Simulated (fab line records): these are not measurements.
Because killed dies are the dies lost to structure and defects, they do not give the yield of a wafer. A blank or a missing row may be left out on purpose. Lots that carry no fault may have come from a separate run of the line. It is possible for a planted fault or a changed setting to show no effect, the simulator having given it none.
Which tool is to blame? + flow berkeleyCmos170 + 7 lots (21 wafers sampled), 1 step of a 331-step route

WHAT THE GAUGES SHOWED, per wafer
UCB170_GATE_OVL_MEAS_13.
| lot  | measured     | on         | GATE_OVL (nm) |
|------|--------------|------------|---------------|
| L725 | day 7 08:31  | overlay-02 | -1 -4 -4      |
| L731 | day 8 09:19  | overlay-01 | 3 -1 4        |
| L730 | day 8 09:33  | overlay-01 | 8 11 8        |
| L729 | day 8 10:45  | overlay-01 | 10 7 8        |
| L739 | day 10 04:36 | overlay-01 | -5 -3 2       |
| L746 | day 11 09:21 | overlay-02 | 1 3 3         |
| L742 | day 11 10:05 | overlay-01 | -2 -6 -6      |

WHAT TOOL EACH LOT RAN ON (gives the tool, then ch and the chambers of the sampled wafers, and finally the start)
The record holds no process step before these readings.

THE ANSWER, worked out from the rows above alone
Rule: the lots themselves supply what counts as usual. Put in order of their means at a reading, lots are off if they are a third of the lots or fewer, leave a main group of 4 or more, and stand apart from it by a gap of 3 or more times the standard deviation of the main group's means; of several such gaps the widest counts. If all means in a main group match to the digits the tables above print for the reading, that group is not used. A lot without any number at a reading at which 4 lots or more have one is off too. Any other lot the step has rows for is counted as sound.
No lot is off at any reading shown: from this, nothing can be told.

WHAT WAS PUT IN BY THE SIMULATOR
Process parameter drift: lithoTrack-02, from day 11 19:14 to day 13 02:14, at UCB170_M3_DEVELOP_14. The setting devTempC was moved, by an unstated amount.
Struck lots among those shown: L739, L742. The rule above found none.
